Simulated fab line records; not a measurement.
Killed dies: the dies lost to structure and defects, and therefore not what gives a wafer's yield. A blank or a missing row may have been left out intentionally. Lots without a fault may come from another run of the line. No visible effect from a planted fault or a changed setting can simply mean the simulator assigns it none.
A struck lot beside a sound one    flow rit_cmos    16 steps out of a route of 202
Sound: wafers L313.1, L313.5, L313.6. The struck wafers were L304.1, L304.3, L304.5. At the end, the cause is stated.
Order at every step that has rows: each side's tool, ch and its chambers, its first start. Under that, the readings that differ: sound wafers    struck wafers    difference of the means    sigmas: that difference in standard deviations of wafers without a fault.
alike: same words and numbers on both sides, and readings whose means sit less than 2 such deviations apart. not compared: any withheld reading, any reading some wafer has no value for, any bound like >300 that may hide the same value, and any number with overlapping values for which the record gives no deviation.
The two part at a step that has a row with sigmas, a row that says differs or no value, or rows on one side only. Non-overlapping numbers with no deviation appear without sigmas and do not part them. Lack of a reading on every wafer of one side parts them only where that side has two or more wafers.

first, 4 steps without rows for these wafers: RIT_ACTIVE_SOFTBAKE_07 (time 60 s); RIT_ACTIVE_EXPOSE_08 (exposes mask M1, target cd 1400 nm); RIT_ACTIVE_PEB_09; RIT_ACTIVE_DEVELOP_10 (develop time 50 s).
RIT_ACTIVE_CD_MEAS_11 targets a cd of 1400 nm.
  sound on cd_sem-02 at day 4 18:09; struck on cd_sem-02 at day 2 20:36
  alike: cd_nm
then, 1 step without rows for these wafers: RIT_ACTIVE_HARDBAKE_12 (time 60 s).
RIT_ACTIVE_ETCH_13: etches Si3N4 in SF6, stops on SiO2, time 210 s, target depth 210 nm.
  sound on rie_diel-03 ch 0,1, day 4 18:25; struck on rie_diel-02 ch 0,2, day 2 20:53
  alike: drypump_motor_current_A, oes_product_au, throttle_valve_pct
  not compared: rf_hours_counter_h
RIT_ACTIVE_STRIP_14: strips in O2, time 180 s.
  sound on plasma_asher-02 ch 0,1, day 4 18:33; struck on plasma_asher-02 ch 0,1, day 2 21:01
  alike: drypump_motor_current_A
  not compared: rf_hours_counter_h
RIT_ACTIVE_CD_MEAS_90 targets a cd of 1400 nm.
  sound on cd_sem-02 at day 4 18:49; struck on cd_sem-02 at day 2 21:12
  alike: cd_nm
then, 3 steps without rows for these wafers: RIT_ACTIVE_CLEAN_15 (cleans in SC1, time 600 s); RIT_ACTIVE_CLEAN_16 (cleans in dHF, time 30 s); RIT_ACTIVE_CLEAN_17 (cleans in SC2, time 600 s).
RIT_FOX1_OXIDATION_00: target thk 350.7 nm, ox time 1130 s.
  sound on furnace-01 ch 0, day 4 20:37; struck on furnace-02 ch 0, day 2 21:41
reading                                      sound                 struck                difference  sigmas
spike_tc_centre_C (C)                        1103.1 1101.4 1101.2  1085.3 1083.6 1084.4  -17.5       -12
spike_tc_load_C (C)                          1136 1138 1134        1109 1109 1110        -27         -4
spike_tc_source_C (C)                        1124.3 1125.0 1124.6  1112.0 1112.6 1112.9  -12.1       -6
tube_center_temp_C (C)                       1100 1099.9 1100      1084 1083.9 1083.7    -16         -99 or more
tube_center_temp_C_max                       1103.2 1102.9 1103.4  1086.7 1087.1 1086.2  -16.5       -45
zone_power_load_pct (%)                      40.5 41.2 41.0        37.3 37.3 37.7        -3.5        -3
model.SiO2_of_FOX1_OXIDATION_00.thk_nm (nm)  349.3 347 347.5       317.4 317.9 330.4     -26.0       
RIT_FOX1_THK_MEAS_01:
  sound on film_metro-01 at day 4 21:56; struck on film_metro-04 at day 2 23:00
reading              sound        struck       difference  sigmas
FOX1_OXIDE_THK (nm)  349 347 348  318 318 330  -26         -4
then, 1 step without rows for these wafers: RIT_FOX1_WET_ETCH_02 (etches SiO2 in BOE, target depth 350 nm, time 390 s).
RIT_M1_PROBE_99:
  sound on prober-02 at day 6 15:08; struck on prober-01 at day 4 16:38
reading                              sound           struck          difference  sigmas
model.etest.pplus_sal.width_nm (nm)  3436 3452 3460  3480 3505 3480  +39         
model.etest.pldd.width_nm (nm)       3179 3186 3166  3220 3216 3194  +33         
model.etest.nldd.width_nm (nm)       3164 3182 3175  3214 3195 3191  +26         
  alike: killed_at_contacts, killed_at_front_end, killed_dies, killed_open, killed_short
  not compared: model.etest.nplus_sal.width_nm

## WHERE THEY PART
First at RIT_FOX1_OXIDATION_00; last, within this record, at RIT_FOX1_THK_MEAS_01. Later steps at which nothing parts them and some readings are alike: RIT_M1_PROBE_99.

WHY: what had been put in by the simulator
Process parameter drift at RIT_FOX1_OXIDATION_00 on furnace-02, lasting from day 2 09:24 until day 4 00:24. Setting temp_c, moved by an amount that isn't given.
